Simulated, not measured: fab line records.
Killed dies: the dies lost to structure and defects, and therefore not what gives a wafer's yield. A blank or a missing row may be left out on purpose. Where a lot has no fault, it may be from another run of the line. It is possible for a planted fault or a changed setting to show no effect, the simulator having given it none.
Problem report, 8D (eight disciplines) form, completed by code | flow ritCmos | the parts of the form that need people (team, actions taken, sign-off) are left out

== 1. THE PROBLEM ==
Wafers without a fault read 74.99 C with a standard deviation of 0.14, while tempC at RIT_REOX_CLEAN_00 averages 77.42 C across 3 wafers of 1 lot. Relative to the usual mean, that is a shift of +17 standard deviations.
The step: cleans in SC1, time 600 s.
First observed at day 6 17:38: wafer L472.4, on wetBench-03. The record holds 39 wafers of 13 lots with a number at this step. Rule for "out" (also "out of limits"): further than 4 standard deviations from the usual mean. The rest of the wafers with a number are treated as sound.

== 2. WHAT IT IS AND WHAT IT IS NOT ==
question                    | is                     | is not
which readings at this step | tempC                  | -
which lots                  | L472                   | L452, L453, L454, L457, L459, L460, L462, L463, L464, L468, L474, L475
which wafers of those lots  | all that have a number | -
read on which tools         | wetBench-03            | wetBench-02, wetBench-04
when                        | from day 6 17:38       | up to then (30 sound wafers); but 6 sound wafers of L474, L475 came after

== 3. WHAT RULES OUT EACH SUSPECT ==
Counting: a tool at a process step up to the reading stays a suspect if it ran every lot that is out and no sound lot after the first of them.
- wetBench-03 at RIT_REOX_CLEAN_00 (cleans in SC1, time 600 s): ruled out as a lasting fault. After its first lot that is out, L472 (day 6 17:38), sound lots L475 ran on it.
Left after counting: nothing in the record.

== 4. THE CAUSE (what the simulator had put in) ==
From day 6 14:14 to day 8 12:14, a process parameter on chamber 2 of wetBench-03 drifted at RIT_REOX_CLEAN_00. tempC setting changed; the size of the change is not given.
Counting ruled it out, wrongly.

== 5. THE CHAIN OF EFFECTS, in route order ==
Each row: a reading where the mean over the struck wafers with a number is more than 3 standard deviations away from the usual. Only readings for which the record gives a usual standard deviation are gone through. hours: the time from each lot's start at the first step in this table that gives one to its start at this step, as a median over the lots. sigmas: the change in usual standard deviations.
hours | step              | reading | usual   | on struck wafers | change | sigmas
0     | RIT_REOX_CLEAN_00 | tempC   | 74.99 C | 77.42            | +2.43  | +17
The process steps in it:
- RIT_REOX_CLEAN_00: cleans in SC1, time 600 s.
At these later measuring or inspecting steps, every struck wafer for which the step has a row has a number for every such reading, and none has moved that far: RIT_CONTACT_CD_MEAS_08.

== 6. WHAT WOULD HAVE CAUGHT IT SOONER ==
The fault began at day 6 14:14; the first out-of-limits reading in this record came at day 6 17:38, 3 hours later.
